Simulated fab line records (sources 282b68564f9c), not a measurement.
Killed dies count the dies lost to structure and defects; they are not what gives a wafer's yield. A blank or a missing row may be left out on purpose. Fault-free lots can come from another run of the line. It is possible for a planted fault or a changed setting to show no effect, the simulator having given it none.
A lot that was struck, set against a sound lot ; flow rit cmos ; 15 out of 202 route steps
Sound: the wafers L430.2, L430.4, L430.6. Struck: wafer L447.1 (L447.2, L447.4, from the same lot, were not struck and are left out); the cause is given at the end.
Per side, at each step with rows, come the tool, then ch with its chambers, and then its first start. Under that, the readings that differ: sound wafers ; struck wafers ; difference of the means ; sigmas: that difference in standard deviations of wafers without a fault.
alike: readings whose means differ by less than 2 such deviations, and words and numbers that are the same on both sides. not compared: withheld readings, readings that some wafer has no value for, bounds like >300 that may hide the same value, and numbers for which the record gives no deviation and whose values overlap.
A row with sigmas, a row that says differs or no value, or rows on one side alone: a step with any of these is where the two part. Non-overlapping numbers with no deviation appear without sigmas and do not part them. A reading that every wafer of one side lacks parts them only if that side has two wafers or more.

RIT_GATE_THK_MEAS_07:
  sound on film metro-04, day 2 21:08; struck on film metro-04, day 6 16:11
  alike: GATE_OXIDE_THK
then, 1 step without rows for these wafers: RIT_GATE_CVD_08 (deposits poly-Si from SiH4, target thk 250 nm, time 2220 s).
RIT_GATE_THK_MEAS_09:
  sound on film metro-03, day 2 22:49; struck on film metro-04, day 6 18:42
  alike: GATE_POLY_THK
then, 6 steps without rows for these wafers: RIT_GATE_HMDS_10 (prime time 60 s); RIT_GATE_COAT_11 (resist thk 850 nm); RIT_GATE_SOFTBAKE_12 (time 60 s); RIT_GATE_EXPOSE_13 (exposes mask M6, target cd 150 nm); RIT_GATE_PEB_14; RIT_GATE_DEVELOP_15 (develop time 50 s).
RIT_GATE_CD_MEAS_16 targets a cd of 150 nm.
  sound on cd sem-01, day 2 23:59; struck on cd sem-01, day 6 20:03
  alike: cd nm
RIT_GATE_OVL_MEAS_17:
  sound on overlay-01, day 3 00:05; struck on overlay-01, day 6 20:10
  alike: GATE_OVL
then, 1 step without rows for these wafers: RIT_GATE_HARDBAKE_18 (time 60 s).
RIT_GATE_ETCH_19: etches poly-Si in SF6/CHF3/O2, stops on SiO2, time 165 s, target depth 312.5 nm.
  sound on rie si-02 ch 1,3, day 3 00:16; struck on rie si-01 ch 1, day 6 20:22
reading;sound;struck;difference;sigmas
oes product au (a.u.);0.835 0.860 0.858;0.940;+0.089;+6
model.NOVOLAK_of_GATE_COAT_11.thk nm (nm);672.9 674.4 673.7;680.5;+6.8;
  alike: drypump motor current A, throttle valve pct
  not compared: rf hours counter h
RIT_GATE_STRIP_20: strips in O2, time 180 s.
  sound on plasma asher-01 ch 0, day 3 00:22; struck on plasma asher-04 ch 0, day 6 20:28
reading;sound;struck;difference;sigmas
o2 flow sccm (sccm);3992 3990 3995;4022;+30;+3
  alike: drypump motor current A
  not compared: rf hours counter h
RIT_M1_PROBE_99:
  sound on prober-01, day 3 20:11; struck on prober-02, day 7 16:54
reading;sound;struck;difference;sigmas
model.etest.poly comb over steps.leak log10 a um;-12.9 -12.94 -12.78;-6.157;+6.716;
  alike: killed at front end, killed dies, killed open, killed short

== WHERE THEY PART ==
First at RIT_GATE_ETCH_19; last, within this record, at RIT_GATE_STRIP_20. Later steps at which nothing parts them and some readings are alike: RIT_M1_PROBE_99.

WHY: whatever the simulator had introduced
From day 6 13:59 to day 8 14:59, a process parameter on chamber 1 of rie si-01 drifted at RIT_GATE_ETCH_19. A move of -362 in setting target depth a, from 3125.
